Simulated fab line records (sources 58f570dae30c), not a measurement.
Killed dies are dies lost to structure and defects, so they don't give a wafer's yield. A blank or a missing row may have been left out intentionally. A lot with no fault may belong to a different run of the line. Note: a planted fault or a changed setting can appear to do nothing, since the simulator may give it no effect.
One fault seen from 2 desks -- flow berkeley_cmos170 -- each desk holds nothing but its own numbers, with what lay behind them at the end

FROM THE METROLOGY DESK
Lot by lot, what the gauges showed, no matter which tool ran the lot: averages of those sampled wafers that carry a number. Any lot whose mean is over 4 standard deviations away from the usual mean is out of limits and marked OUT; that distance is given in the brackets.
Columns: A = M1_AL_RS at UCB170_M1_RS_MEAS_01, usual 0.0486 ohm/sq; B = M1_AL_THK at UCB170_M1_THK_MEAS_02, usual 613 nm; C = M1_OVL at UCB170_M1_OVL_MEAS_10, usual 0 nm; D = V1_OVL at UCB170_V1_OVL_MEAS_13, usual -2 nm
lot,first seen here,A,B,C,D
L637,day 7 09:34,0.0482,614,1,-2
L639,day 8 07:34,0.0486,615,-6,1
L640,day 8 14:04,0.0488,609,-1,2
L643,day 8 14:23,0.0492,603,4,-7
L641,day 8 16:28,0.0487,611,1,4
L642,day 8 16:41,0.0482,622,7,-6
L644,day 9 11:21,0.0489,612,-2,1
L650,day 10 16:56,0.0510,585,5,5
L653,day 11 09:30,0.0485,610,0,-5
L655,day 11 19:43,0.0478,620,-3,-0
L657,day 11 21:49,0.0485,613,3,2
L659,day 12 13:44,0.0477,621,5,7
L660,day 12 21:29,0.0488,613,-1,-11
This desk's finding: nothing out of limits on any of the 13 lots.

FOR THE TOOL OWNER'S DESK: pvd_sputter-02
The tool's own readings at UCB170_M1_SPUTTER_00 (material Al, target thk 600 nm, time 80 s): means of the sampled wafers that have a number, for each lot that ran on this tool. Any lot whose mean is over 4 standard deviations away from the usual mean is out of limits and marked OUT; that distance is given in the brackets.
Columns: A = cathode_dc_power_W at UCB170_M1_SPUTTER_00, usual 6000.1 W; B = throttle_valve_pct at UCB170_M1_SPUTTER_00, usual 30.2 %
lot,first seen here,A,B
L639,day 8 07:26,6000.9,29.6
L643,day 8 14:17,5999.1,30.4
L644,day 9 11:17,6001.0,30.3
L650,day 10 16:50,5806.2 (-99 or more) OUT,28.9
Finding of this desk: L650 out of limits; the first was L650 at day 10 16:50, on cathode_dc_power_W at UCB170_M1_SPUTTER_00. In limits: L639, L643, L644.

ALL TOGETHER
The tool owner's desk could have raised an alarm at day 10 16:50, on L650.
Nothing out of limits was seen by the metrology desk.
The metrology desk holds a record of L650, inside its limits.
All the named lots went through UCB170_M1_SPUTTER_00 on pvd_sputter-02.

WHAT HAD BEEN PUT IN BY THE SIMULATOR
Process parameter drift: pvd_sputter-02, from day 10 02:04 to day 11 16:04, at UCB170_M1_SPUTTER_00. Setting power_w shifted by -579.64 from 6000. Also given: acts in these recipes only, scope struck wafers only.
Struck lots among those shown: L650.
Each desk's first reading out of limits, in hours after the fault started: the tool owner's desk, 15.
